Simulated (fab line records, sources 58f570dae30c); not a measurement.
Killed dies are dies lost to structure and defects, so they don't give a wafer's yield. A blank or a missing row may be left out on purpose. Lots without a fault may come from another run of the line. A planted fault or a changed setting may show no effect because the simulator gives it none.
Chamber matching | flow berkeley_cmos170 | UCB170_GATE_ETCH_15 on rie_si-01: 4 sister chambers
The step etches poly-Si in HBr/Cl2, stops on SiO2, time 56.3 s, target depth 278.2 nm. 4 wafers are shown with their chamber, then 7 later ones without.

WAFERS WITH THEIR CHAMBER
wafer  | chamber | throttle_valve_pct (%)
L625.5 | 0       | 26.29
L630.5 | 1       | 26.12
L631.1 | 2       | 26.57
L631.4 | 3       | 26.61

WAFERS WITHOUT THEIR CHAMBER
wafer  | throttle_valve_pct (%)
L631.5 | 26.61
L633.3 | 26.60
L633.5 | 26.28
L633.6 | 26.62
L635.3 | 26.14
L635.4 | 26.29
L635.5 | 26.28

WHICH CHAMBER EACH WENT THROUGH
wafer  | from the rows above     | in truth
L631.5 | 3                       | 3
L633.3 | can't be placed: 3 or 2 | 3
L633.5 | 0                       | 0
L633.6 | 3                       | 3
L635.3 | 1                       | 1
L635.4 | 0                       | 0
L635.5 | 0                       | 0
Placed correctly: 6 of 7. Can't be placed from these rows: 1 (the true chamber is among the candidates in 1). Placed wrongly: 0.
How it was worked out, from the rows above alone: a wafer's distance from a chamber is the root of the sum, over the readings, of the square of ((its reading less the chamber's mean) divided by the reading's scatter). The wafer belongs to the nearest chamber; if the next one is less than 2 further off, it can't be placed. A chamber's mean is the mean of its shown wafers. The scatter: with one shown wafer a chamber, the root of the mean of the squares of how far each hidden wafer lies from its nearest shown one.
